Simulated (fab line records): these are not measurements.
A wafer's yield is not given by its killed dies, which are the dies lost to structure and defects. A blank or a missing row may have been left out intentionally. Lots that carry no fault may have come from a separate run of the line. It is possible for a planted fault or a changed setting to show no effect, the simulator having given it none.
One fault through the eyes of 2 desks :: flow ritCmos :: every desk sees just its own numbers, and what lay behind them comes last

THE METROLOGY DESK
What the gauges read for every lot (on any tool): the sampled wafers with a number, averaged. If a lot's mean is further than 4 standard deviations from the usual mean, the lot is out of limits and carries the mark OUT (the distance appears in the brackets).
Columns: A = M1_AL_RS at RIT_M1_RS_MEAS_01, usual 0.0750 ohm/sq; B = M1_AL_THK at RIT_M1_THK_MEAS_02, usual 389 nm; C = cdNm at RIT_M1_CD_MEAS_09, usual 2600.5 nm; D = M1_OVL at RIT_M1_OVL_MEAS_10, usual 0.7 nm
lot: L676
first seen here: day 3 16:17
A: 0.0754
B: 390
C: 2600.3
D: 0.3

lot: L677
first seen here: day 3 21:35
A: 0.0750
B: 390
C: 2599.4
D: 1.4

lot: L685
first seen here: day 5 13:56
A: 0.0750
B: 389
C: 2600.8
D: 1.3

lot: L688
first seen here: day 6 00:49
A: 0.0742
B: 393
C: 2600.0
D: 0.7

lot: L695
first seen here: day 7 12:09
A: 0.0748
B: 391
C: 2602.6
D: 0.3

lot: L697
first seen here: day 7 23:47
A: 0.0768
B: 381
C: 2601.8
D: 0.1
This desk found nothing out of limits on any of the 6 lots.

AT THE TOOL OWNER'S DESK: rieMetal-04
The tool's own readings at RIT_M1_METAL_ETCH_12 (etches Al in Cl2/BCl3, stops on SiO2, time 165 s, target depth 600 nm): means of the sampled wafers that have a number, for each lot that ran on this tool. If a lot's mean is further than 4 standard deviations from the usual mean, the lot is out of limits and carries the mark OUT (the distance appears in the brackets).
Columns: A = chamberPressureMTorr at RIT_M1_METAL_ETCH_12, usual 100.00 mTorr; B = drypumpMotorCurrentA at RIT_M1_METAL_ETCH_12, usual 5.8 A; C = oesProductAu at RIT_M1_METAL_ETCH_12, usual 0.768 a.u.; D = throttleValvePct at RIT_M1_METAL_ETCH_12, usual 8.27 %
lot: L676
first seen here: day 3 17:47
A: 99.94
B: 5.7
C: 0.773
D: 8.35

lot: L685
first seen here: day 5 15:25
A: 116.59 (+99 or more) OUT
B: 5.7
C: 0.776
D: 8.35

lot: L688
first seen here: day 6 02:24
A: 116.65 (+99 or more) OUT
B: 5.7
C: 0.776
D: 8.34
This desk finds L685, L688 out of limits, L685 being first, at day 5 15:25 (chamberPressureMTorr at RIT_M1_METAL_ETCH_12). L676: within limits.

PUT TOGETHER
The tool owner's desk could have raised an alarm at day 5 15:25, on L685, L688.
The metrology desk saw nothing out of limits.
The metrology desk has L685, L688 on record, within its limits.
On rieMetal-04, each named lot ran RIT_M1_METAL_ETCH_12.

WHAT HAD BEEN PUT IN BY THE SIMULATOR
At RIT_M1_METAL_ETCH_12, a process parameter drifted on rieMetal-04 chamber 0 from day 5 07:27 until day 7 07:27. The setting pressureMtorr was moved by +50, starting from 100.
Shown lots that were struck: L685, L688.
How many hours passed from the start of the fault until each desk's first out-of-limits reading: the tool owner's desk, 8.
